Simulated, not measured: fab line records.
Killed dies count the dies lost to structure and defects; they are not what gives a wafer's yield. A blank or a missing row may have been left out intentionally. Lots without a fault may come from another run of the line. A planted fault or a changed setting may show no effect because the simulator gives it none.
Matching of chambers -- flow berkeleyCmos170 -- pecvd-03 running UCB170_V2_CVD_00: 3 sister chambers
The step deposits SiO2 from TEOS/O2, target thk 2000 nm, time 250 s. 6 wafers are shown with their chamber, then 7 later ones without.

WAFERS PAIRED WITH THEIR CHAMBERS
wafer,chamber,heaterPowerW (W)
L379.5,2,147
L383.1,1,259
L383.2,0,348
L383.6,1,181
L384.2,2,202
L384.3,0,342

WAFERS WHOSE CHAMBER IS MISSING
wafer,heaterPowerW (W)
L384.6,181
L385.1,206
L385.2,193
L385.5,256
L392.2,346
L392.3,217
L392.4,260

EACH ONE'S CHAMBER
wafer,from the rows above,in truth
L384.6,can't be placed: 2 or 1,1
L385.1,can't be placed: 1 or 2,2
L385.2,can't be placed: 2 or 1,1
L385.5,can't be placed: 1 or 2 or 0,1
L392.2,0,0
L392.3,can't be placed: 1 or 2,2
L392.4,can't be placed: 1 or 0 or 2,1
1 of 7 placed correctly. Can't be placed from these rows: 6 (the true chamber is among the candidates in 6). Number placed wrongly: 0.
How it was worked out, from the rows above alone: a wafer's distance from a chamber is the root of the sum, over the readings, of the square of ((its reading less the chamber's mean) divided by the reading's scatter). The wafer belongs to the nearest chamber; if the next one is less than 2 further off, it can't be placed. The mean given for a chamber averages the wafers shown for that chamber. The scatter is the square root of a quotient: the sum, over the shown wafers, of each reading's squared deviation from its chamber's mean, divided by wafers minus chambers.
